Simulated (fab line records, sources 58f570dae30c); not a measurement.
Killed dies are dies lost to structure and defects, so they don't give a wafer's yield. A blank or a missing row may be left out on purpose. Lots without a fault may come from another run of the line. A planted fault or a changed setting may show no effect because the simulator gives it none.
Split-lot experiment | flow berkeley_cmos170 | 5 lots, 23 wafers read, on a route of 331 steps

THE SPLIT
At UCB170_PSD_IMPLANT_08, the setting dose_cm2 was moved away from the recipe's 3e+15 on 8 of the 23 wafers read, by -6.7% to +4.1%. The other wafers ran this setting at the recipe's value.

FROM THE SPLIT TO THE READING: what the file shows between them, 1 step
- UCB170_PSD_STRIP_09: strips in O2

THE READING
PSD_TW, at UCB170_PSD_TW_MEAS_10. Fault-free wafers of this fab line usually give 2303, standard deviation 19.

wafer  | tool, chamber at the split | dose_cm2 as run | against the recipe | PSD_TW | against lot-mates on the recipe
L074.2 | implanter-04, 0            | 3e+15           | recipe             | 2302   | -
L074.3 | implanter-04, 0            | 2.798e+15       | -6.7%              | 2251   | -56
L074.4 | implanter-04, 0            | 3e+15           | recipe             | 2312   | -
L074.5 | implanter-04, 0            | 2.798e+15       | -6.7%              | 2250   | -57
L074.6 | implanter-04, 0            | 3e+15           | recipe             | 2306   | -
L075.2 | implanter-02, 0            | 3e+15           | recipe             | 2287   | -
L075.3 | implanter-02, 0            | 3e+15           | recipe             | 2302   | -
L075.4 | implanter-02, 0            | 3e+15           | recipe             | 2292   | -
L078.1 | implanter-02, 0            | 3e+15           | recipe             | 2342   | -
L078.2 | implanter-02, 0            | 3.123e+15       | +4.1%              | 2370   | +29
L078.3 | implanter-02, 0            | 3e+15           | recipe             | 2336   | -
L078.4 | implanter-02, 0            | 3e+15           | recipe             | 2346   | -
L078.6 | implanter-02, 0            | 3.123e+15       | +4.1%              | 2383   | +42
L081.1 | implanter-02, 0            | 3e+15           | recipe             | 2297   | -
L081.2 | implanter-02, 0            | 3e+15           | recipe             | 2292   | -
L081.3 | implanter-02, 0            | 3.103e+15       | +3.4%              | 2311   | +13
L081.4 | implanter-02, 0            | 3.103e+15       | +3.4%              | 2315   | +17
L081.6 | implanter-02, 0            | 3e+15           | recipe             | 2305   | -
L080.1 | implanter-02, 0            | 3e+15           | recipe             | 2283   | -
L080.2 | implanter-02, 0            | 2.894e+15       | -3.5%              | 2267   | -19
L080.3 | implanter-02, 0            | 3e+15           | recipe             | 2285   | -
L080.4 | implanter-02, 0            | 2.894e+15       | -3.5%              | 2250   | -36
L080.5 | implanter-02, 0            | 3e+15           | recipe             | 2291   | -

THE FIT
A straight line over all 23 wafers: PSD_TW changes by +9.88 for each +1% of dose_cm2; r = +0.79; the points scatter about the line by 22.
The same after taking each lot's own level away (the mean of its wafers on the recipe; 23 wafers): +7.74 for each +1%; r = +0.96; scatter 6.4.
On that fit, the largest move of dose_cm2 shifts the reading by 52.
The lots' own levels span 2286.3 to 2341.3, that is 2.9 times the standard deviation above.
So the lot-to-lot level blurs the effect unless lot-mates are compared.
Check: with one of the wafers moved furthest among these (-6.7%) left out of the fit, the line predicts -52.3 for it against its lot-mates. It came out at -55.7 against them.

OTHER SPLITS ON THESE WAFERS
These wafers also went through other splits before the reading. Each is held against what the fit with the lots' levels taken away leaves over:
other split on the same wafers     | wafers away from the commonest value | r with PSD_TW (lot level and that fit taken away)
UCB170_START_OXIDATION_02 temp_c   | 10                                   | +0.11
UCB170_ZERO_COAT_01 spin_rpm       | 10                                   | +0.14
UCB170_NWELL_IMPLANT_14 energy_kev | 9                                    | -0.19
UCB170_ACTIVE_COAT_08 spin_rpm     | 11                                   | -0.07
UCB170_ACTIVE_PEB_11 peb_temp_c    | 6                                    | +0.07
UCB170_PFIELD_IMPLANT_07 dose_cm2  | 8                                    | -0.25
UCB170_GATE_EXPOSE_09 dose_mj      | 7                                    | -0.10

THE WHOLE CHAIN: every reading that the file lists as answering this split, in the file's order
step                  | what it does | reading                  | change (the file's fit)              | r (the file's)
UCB170_PSD_STRIP_09   | strips in O2 | strip_time_to_endpoint_s | withheld for each +1% of the setting | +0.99
UCB170_PSD_TW_MEAS_10 |              | PSD_TW                   | +7.73 for each +1% of the setting    | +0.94

THE FILE'S OWN FIT
PSD_TW changes by +7.73 for each +1% of dose_cm2, r = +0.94.
